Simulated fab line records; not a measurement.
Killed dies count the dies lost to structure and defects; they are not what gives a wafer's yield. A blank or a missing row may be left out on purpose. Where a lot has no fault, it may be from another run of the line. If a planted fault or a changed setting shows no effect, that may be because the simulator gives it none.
Struck lot and sound lot, side by side ; flow berkeley-cmos170 ; 26 steps out of a route of 331
Sound: the wafers L230.1, L230.3, L230.4. Struck: wafer L244.2. (L244.1, L244.6 of the same lot were not struck and are left out.) The cause comes at the end.
For every step that has rows: the tool of each side, followed by ch and its chambers, followed by its first start. Under that, the readings that differ: sound wafers ; struck wafers ; difference of the means ; sigmas: that difference in standard deviations of wafers without a fault.
alike: a reading whose means differ by less than 2 such deviations, as well as words and numbers matching on both sides. not compared: withheld readings; readings where some wafer has no value; bounds like >300 that might hide an equal value; numbers whose values overlap and for which the record gives no deviation.
A row with sigmas, a row that says differs or no value, or rows on one side alone: a step with any of these is where the two part. When numbers do not overlap yet have no deviation, they are printed without sigmas and do not part them. A reading that every wafer of one side lacks parts them only if that side has two wafers or more.

first, 5 steps without rows for these wafers: UCB170_CONTACT_COAT_10 (resist thk 900 nm); UCB170_CONTACT_SOFTBAKE_11 (time 60 s); UCB170_CONTACT_EXPOSE_12 (exposes mask CONT, target cd 700 nm); UCB170_CONTACT_PEB_13; UCB170_CONTACT_DEVELOP_14 (develop time 45 s).
UCB170_CONTACT_CD_MEAS_15: target cd 700 nm.
  struck on cd-sem-01, day 10 20:56; sound on cd-sem-02, day 7 08:37
reading;sound;struck;difference;sigmas
cd-nm (nm);702.1 701.6 701.9;698.4;-3.5;-2
UCB170_CONTACT_OVL_MEAS_16:
  struck on overlay-01, day 10 21:04; sound on overlay-02, day 7 08:44
  alike: CONTACT_OVL
UCB170_CONTACT_ETCH_17: etches BARC in N2/H2.
  sound on rie-diel-02 ch 0,2,3, day 7 08:47; struck on rie-diel-02 ch 3, day 10 21:06
  alike: drypump-motor-current-A, oes-product-au, throttle-valve-pct
UCB170_CONTACT_ETCH_18: etches PSG in CHF3/CF4/Ar, stops on TiSi2, target depth 840 nm, time 195 s.
  sound on rie-diel-02 ch 0,2,3; struck on rie-diel-02 ch 3
  alike: drypump-motor-current-A, oes-product-au, throttle-valve-pct
  not compared: rf-hours-counter-h
UCB170_CONTACT_STRIP_19: strips in O2.
  sound on plasma-asher-04 ch 0,1, day 7 08:56; struck on plasma-asher-02 ch 1, day 10 21:16
reading;sound;struck;difference;sigmas
o2-flow-sccm (sccm);400.6 402.1 399.4;397.7;-3.0;-2
  alike: drypump-motor-current-A, oes-product-au
  not compared: rf-hours-counter-h
UCB170_CONTACT_CD_MEAS_90: target cd 700 nm.
  struck on cd-sem-02, day 10 21:28; sound on cd-sem-02, day 7 09:02
  alike: cd-nm
then, 1 step without rows for these wafers: UCB170_CONTACT_CLEAN_20 (cleans in SPM, time 600 s).
UCB170_M1_SPUTTER_00: material Al, target thk 600 nm, time 80 s.
  struck on pvd-sputter-02, day 10 21:45; sound on pvd-sputter-02, day 7 09:20
reading;sound;struck;difference;sigmas
model.Al_of_M1_SPUTTER_00.thk-nm (nm);594.2 596.5 592.6;788;+194;
  alike: throttle-valve-pct
UCB170_M1_RS_MEAS_01: uses a four-point probe to measure.
  struck on film-metro-02, day 10 21:49; sound on film-metro-03, day 7 09:26
reading;sound;struck;difference;sigmas
M1_AL_RS (ohm/sq);0.0489 0.0487 0.0491;0.0367;-0.0122;-27
UCB170_M1_THK_MEAS_02: measures by xrf.
  struck on film-metro-02, day 10 21:56; sound on film-metro-03, day 7 09:34
reading;sound;struck;difference;sigmas
M1_AL_THK (nm);601 603 597;801;+201;+24
then, 6 steps without rows for these wafers: UCB170_M1_COAT_03; UCB170_M1_COAT_04 (resist thk 900 nm); UCB170_M1_SOFTBAKE_05 (time 60 s); UCB170_M1_EXPOSE_06 (exposes mask METAL1, target cd 700 nm); UCB170_M1_PEB_07; UCB170_M1_DEVELOP_08 (develop time 45 s).
UCB170_M1_CD_MEAS_09: target cd 700 nm.
  struck on cd-sem-01, day 10 23:37; sound on cd-sem-01, day 7 10:51
  alike: cd-nm
UCB170_M1_OVL_MEAS_10:
  struck on overlay-02, day 10 23:44; sound on overlay-01, day 7 10:58
  alike: M1_OVL
UCB170_M1_ETCH_11: etches BARC in N2/H2.
  sound on rie-diel-04 ch 1,2,3, day 7 11:01; struck on rie-diel-02 ch 0, day 10 23:46
reading;sound;struck;difference;sigmas
throttle-valve-pct (%);13.64 13.36 13.75;13.09;-0.49;-2
  alike: drypump-motor-current-A, oes-product-au
UCB170_M1_METAL_ETCH_12: etches Al in Cl2/BCl3, stops on PSG, target depth 780 nm, time 130 s.
  sound on rie-metal-04 ch 0,1, day 7 11:03; struck on rie-metal-03 ch 1, day 10 23:49
reading;sound;struck;difference;sigmas
oes-product-au (a.u.);0.833 0.843 0.824;0.994;+0.161;+10
  alike: drypump-motor-current-A, throttle-valve-pct
  not compared: rf-hours-counter-h
UCB170_M1_STRIP_13: strips in O2.
  sound on plasma-asher-03 ch 0,1, day 7 11:11; struck on plasma-asher-03 ch 1, day 10 23:57
  alike: drypump-motor-current-A, o2-flow-sccm, oes-product-au
  not compared: rf-hours-counter-h

== WHERE THEY PART ==
Earliest at UCB170_CONTACT_CD_MEAS_15; latest, in this record, at UCB170_M1_METAL_ETCH_12. Later steps at which nothing parts them and some readings are alike: UCB170_M1_STRIP_13.

WHY: the cause the simulator had injected
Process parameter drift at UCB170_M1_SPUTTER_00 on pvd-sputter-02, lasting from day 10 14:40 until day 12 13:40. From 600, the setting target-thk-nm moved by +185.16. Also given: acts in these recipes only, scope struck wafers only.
